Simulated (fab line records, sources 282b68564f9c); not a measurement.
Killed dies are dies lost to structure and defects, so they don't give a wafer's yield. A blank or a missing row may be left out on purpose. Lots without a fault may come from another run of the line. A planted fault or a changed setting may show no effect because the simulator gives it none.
Split-lot experiment | flow rit_cmos | 5 lots, 23 wafers read, on a route of 202 steps

THE SPLIT
At RIT_SILICIDE_SPUTTER_01 (material Ti, target thk 30 nm, time 240 s), the setting power_w was moved away from the recipe's 350 W on 12 of the 23 wafers read, by -9.3% to +10.1%. The other wafers ran this setting at the recipe's value.

FROM THE SPLIT TO THE READING: what the file shows between them, 1 step
- RIT_SILICIDE_RS_MEAS_02: measures by four-point-probe

THE READING
SILICIDE_TI_THK, in nm, at RIT_SILICIDE_THK_MEAS_03 (measures by xrf). Fault-free wafers of this fab line usually give 30.0 nm, standard deviation 0.37 nm.

wafer  | tool, chamber at the split | power_w as run, W | against the recipe | SILICIDE_TI_THK, nm | against lot-mates on the recipe
L074.1 | pvd_sputter-01, -          | 317.6             | -9.3%              | 27.2                | -2.9
L074.2 | pvd_sputter-01, -          | 350               | recipe             | 30.1                | -
L074.3 | pvd_sputter-01, -          | 317.6             | -9.3%              | 27.4                | -2.7
L074.5 | pvd_sputter-01, -          | 350               | recipe             | 30.1                | -
L074.6 | pvd_sputter-01, -          | 317.6             | -9.3%              | 27.5                | -2.6
L076.1 | pvd_sputter-04, -          | 350               | recipe             | 29.8                | -
L076.3 | pvd_sputter-04, -          | 350               | recipe             | 29.7                | -
L076.6 | pvd_sputter-04, -          | 350               | recipe             | 29.9                | -
L077.1 | pvd_sputter-02, -          | 350               | recipe             | 30.0                | -
L077.2 | pvd_sputter-02, -          | 333.7             | -4.7%              | 28.3                | -1.6
L077.4 | pvd_sputter-02, -          | 333.7             | -4.7%              | 28.2                | -1.7
L077.5 | pvd_sputter-02, -          | 350               | recipe             | 29.7                | -
L077.6 | pvd_sputter-02, -          | 333.7             | -4.7%              | 28.6                | -1.2
L079.1 | pvd_sputter-02, -          | 350               | recipe             | 30.6                | -
L079.2 | pvd_sputter-02, -          | 350               | recipe             | 30.3                | -
L079.4 | pvd_sputter-02, -          | 385.3             | +10.1%             | 32.7                | +2.2
L079.5 | pvd_sputter-02, -          | 385.3             | +10.1%             | 33.2                | +2.8
L079.6 | pvd_sputter-02, -          | 385.3             | +10.1%             | 32.9                | +2.4
L081.2 | pvd_sputter-02, -          | 371.9             | +6.3%              | 32.8                | +1.9
L081.3 | pvd_sputter-02, -          | 371.9             | +6.3%              | 32.6                | +1.7
L081.4 | pvd_sputter-02, -          | 350               | recipe             | 30.7                | -
L081.5 | pvd_sputter-02, -          | 350               | recipe             | 31.1                | -
L081.6 | pvd_sputter-02, -          | 371.9             | +6.3%              | 32.1                | +1.2

THE FIT
A straight line over all 23 wafers: SILICIDE_TI_THK changes by +0.31 nm for each +1% of power_w; r = +0.97; the points scatter about the line by 0.42 nm.
The same after taking each lot's own level away (the mean of its wafers on the recipe; 23 wafers): +0.272 nm for each +1%; r = +0.99; scatter 0.22 nm.
On that fit, the largest move of power_w shifts the reading by 2.7 nm.
The lots' own levels span 29.80 to 30.90 nm, that is 3.0 times the standard deviation above.
So the lot-to-lot level changes the slope: the two fits differ.
Check: with one of the wafers moved furthest among these (+10.1%) left out of the fit, the line predicts +2.72 nm for it against its lot-mates. It came out at +2.25 nm against them.

OTHER SPLITS ON THESE WAFERS
These wafers also went through other splits before the reading. Each is held against what the fit with the lots' levels taken away leaves over:
other split on the same wafers | wafers away from the commonest value | r with SILICIDE_TI_THK (lot level and that fit taken away)
RIT_PSD_SOFTBAKE_02 temp_c     | 9                                    | -0.29

THE WHOLE CHAIN: every reading that the file lists as answering this split, in the file's order
step                     | what it does                              | reading                                                                           | change (the file's fit)               | r (the file's)
RIT_SILICIDE_SPUTTER_01  | material Ti, target thk 30 nm, time 240 s | Ti_of_SILICIDE_SPUTTER_01.thk_nm (the simulator's own value, which no gauge read) | +0.273 nm for each +1% of the setting | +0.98
RIT_SILICIDE_RS_MEAS_02  | measures by four-point-probe              | SILICIDE_TI_RS                                                                    | -0.556 for each +1% of the setting    | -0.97
RIT_SILICIDE_THK_MEAS_03 | measures by xrf                           | SILICIDE_TI_THK                                                                   | +0.267 for each +1% of the setting    | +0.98

THE FILE'S OWN FIT
SILICIDE_TI_THK changes by +0.267 nm for each +1% of power_w, r = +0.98.
